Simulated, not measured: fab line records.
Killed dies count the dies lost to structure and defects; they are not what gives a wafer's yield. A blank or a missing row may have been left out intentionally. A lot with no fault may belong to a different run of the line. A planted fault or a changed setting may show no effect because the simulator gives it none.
The tool behind it: which one?	flow rit-cmos	13 lots, 39 wafers sampled, at 5 steps of a route of 202

## WHAT THE GAUGES SHOWED, per wafer
RIT_ACTIVE_BOW_MEAS_00.
lot	measured	on	INCOMING_BOW (um)
L370	day 1 20:00	film-metro-03	2 2 -3
L371	day 2 01:01	film-metro-01	4 12 -2
L373	day 2 11:02	film-metro-03	-4 -10 6
L374	day 2 16:01	film-metro-01	-14 -4 -15
L375	day 2 21:00	film-metro-01	8 5 -1
L376	day 3 02:00	film-metro-02	-1 -3 -11
L377	day 3 07:01	film-metro-02	11 -4 12
L380	day 3 22:02	film-metro-01	-5 -1 15
L381	day 4 03:01	film-metro-03	5 9 -11
L386	day 5 04:13	film-metro-02	16 -1 10
L387	day 5 09:00	film-metro-03	2 7 11
L388	day 5 14:00	film-metro-02	-4 0 2
L389	day 5 19:01	film-metro-03	7 5 1

RIT_WELLDRIVE_RS_MEAS_01: measures by four-point-probe.
lot	measured	on	NWELL_RS (ohm/sq)
L370	day 2 14:28	film-metro-02	276.1 275.2 275.1
L371	day 2 20:21	film-metro-02	275.2 276.2 274.5
L373	day 3 05:29	film-metro-02	275.4 275.7 275.0
L374	day 3 09:35	film-metro-02	275.0 275.9 275.0
L375	day 3 15:53	film-metro-01	275.5 276.2 276.7
L376	day 3 20:44	film-metro-04	275.0 275.6 276.0
L377	day 4 02:39	film-metro-02	274.4 274.8 275.1
L380	day 4 16:53	film-metro-01	274.6 274.6 274.3
L381	day 4 21:34	film-metro-02	274.9 274.0 274.1
L386	day 5 22:44	film-metro-02	274.2 273.9 274.3
L387	day 6 03:58	film-metro-02	274.8 274.4 275.5
L388	day 6 09:11	film-metro-02	275.7 274.5 275.2
L389	day 6 14:19	film-metro-04	275.2 276.4 276.3

RIT_GATE_CD_MEAS_16: the cd target is 150 nm.
lot	measured	on	cd-nm (nm)
L370	day 2 22:34	cd-sem-01	153.6 149.9 152.7
L371	day 3 05:11	cd-sem-02	152.3 150.3 153.8
L373	day 3 13:40	cd-sem-01	149.1 150.0 149.8
L374	day 3 17:44	cd-sem-01	153.8 151.0 151.5
L375	day 4 00:17	cd-sem-02	150.7 153.1 151.9
L376	day 4 05:40	cd-sem-01	168.4 169.2 165.0
L377	day 4 10:52	cd-sem-01	152.6 151.2 150.9
L380	day 5 02:43	cd-sem-02	149.4 150.4 150.3
L381	day 5 05:36	cd-sem-02	150.8 152.4 152.8
L386	day 6 10:03	cd-sem-02	148.1 150.4 150.1
L387	day 6 14:50	cd-sem-02	146.7 145.3 146.9
L388	day 6 19:55	cd-sem-01	149.2 147.7 149.9
L389	day 7 01:07	cd-sem-01	151.0 153.0 151.8

RIT_M1_OVL_MEAS_10.
lot	measured	on	M1_OVL (nm)
L370	day 3 17:45	overlay-01	-2.1 -2.8 1.4
L371	day 3 23:00	overlay-02	-1.5 -2.8 -3.4
L373	day 4 08:40	overlay-01	-1.1 -0.5 1.1
L374	day 4 11:23	overlay-01	0.2 -0.3 -1.5
L375	day 4 18:50	overlay-02	0.0 -3.2 -3.3
L376	day 4 23:02	overlay-02	-2.3 -2.2 -4.3
L377	day 5 05:37	overlay-01	-1.2 -0.4 -1.6
L380	day 5 21:25	overlay-02	-0.8 -1.6 -1.3
L381	day 6 02:20	overlay-02	-0.5 -0.1 -0.5
L386	day 7 05:49	overlay-02	-0.3 0.3 2.5
L387	day 7 12:34	overlay-01	-0.7 -0.4 0.9
L388	day 7 15:23	overlay-01	-0.1 1.5 0.2
L389	day 8 00:28	overlay-02	-0.9 -1.6 -1.6

## WHICH TOOL RAN EACH LOT (tool, then ch and the chambers of the sampled wafers, then the start)
lot	RIT_GATE_EXPOSE_13
L370	iline-stepper-01 ch 0, day 2 22:10
L371	iline-stepper-01 ch 0, day 3 04:47
L373	iline-stepper-02 ch 0, day 3 13:16
L374	iline-stepper-01 ch 0, day 3 17:20
L375	iline-stepper-01 ch 0, day 3 23:53
L376	iline-stepper-02 ch 0, day 4 05:10
L377	iline-stepper-02 ch 0, day 4 10:28
L380	iline-stepper-01 ch 0, day 5 02:19
L381	iline-stepper-01 ch 0, day 5 05:11
L386	iline-stepper-01 ch 0, day 6 09:39
L387	iline-stepper-01 ch 0, day 6 14:26
L388	iline-stepper-02 ch 0, day 6 19:31
L389	iline-stepper-01 ch 0, day 7 00:42
- RIT_GATE_EXPOSE_13: exposes mask M6, target cd 150 nm.

## AS READ BY THE TOOLS THEMSELVES (means over the sampled wafers that have a number; for cases with no such wafer, the mark the record gives instead)
RIT_GATE_EXPOSE_13.
lot	tool	stage-vel-mm-s (mm/s)
L370	iline-stepper-01	500.29
L371	iline-stepper-01	500.23
L373	iline-stepper-02	499.95
L374	iline-stepper-01	499.90
L375	iline-stepper-01	500.04
L376	iline-stepper-02	499.64
L377	iline-stepper-02	499.86
L380	iline-stepper-01	499.85
L381	iline-stepper-01	500.04
L386	iline-stepper-01	499.50
L387	iline-stepper-01	500.15
L388	iline-stepper-02	500.19
L389	iline-stepper-01	500.07

## THE ANSWER, worked out from the rows above alone
Rule: usual is defined by the lots themselves. Put in order of their means at a reading, lots are off if they are a third of the lots or fewer, leave a main group of 4 or more, and stand apart from it by a gap of 3 or more times the standard deviation of the main group's means; of several such gaps the widest counts. Not used: any main group whose means are identical at the precision the tables above print for the reading. A lot without any number at a reading at which 4 lots or more have one is off too. The other lots that the step has rows for count as sound. First the gauges in route order, then the tools' own readings, where a lot's mean is used as printed above. The first step at which some lot is off is used, and at that step the reading that is off furthest; a lot without a number counts as furthest.
Off: L376, at RIT_GATE_CD_MEAS_16 (cd-nm). For the main group the mean is 150.7 nm and the standard deviation 1.7.
A tool fits if, at a process step before that reading, it ran every lot that is off, and no sound lot after the first of them. Gauges at RIT_GATE_CD_MEAS_16: tried the same way as those tools. Not one of the candidates tried fits.

## WHAT THE SIMULATOR HAD INSERTED
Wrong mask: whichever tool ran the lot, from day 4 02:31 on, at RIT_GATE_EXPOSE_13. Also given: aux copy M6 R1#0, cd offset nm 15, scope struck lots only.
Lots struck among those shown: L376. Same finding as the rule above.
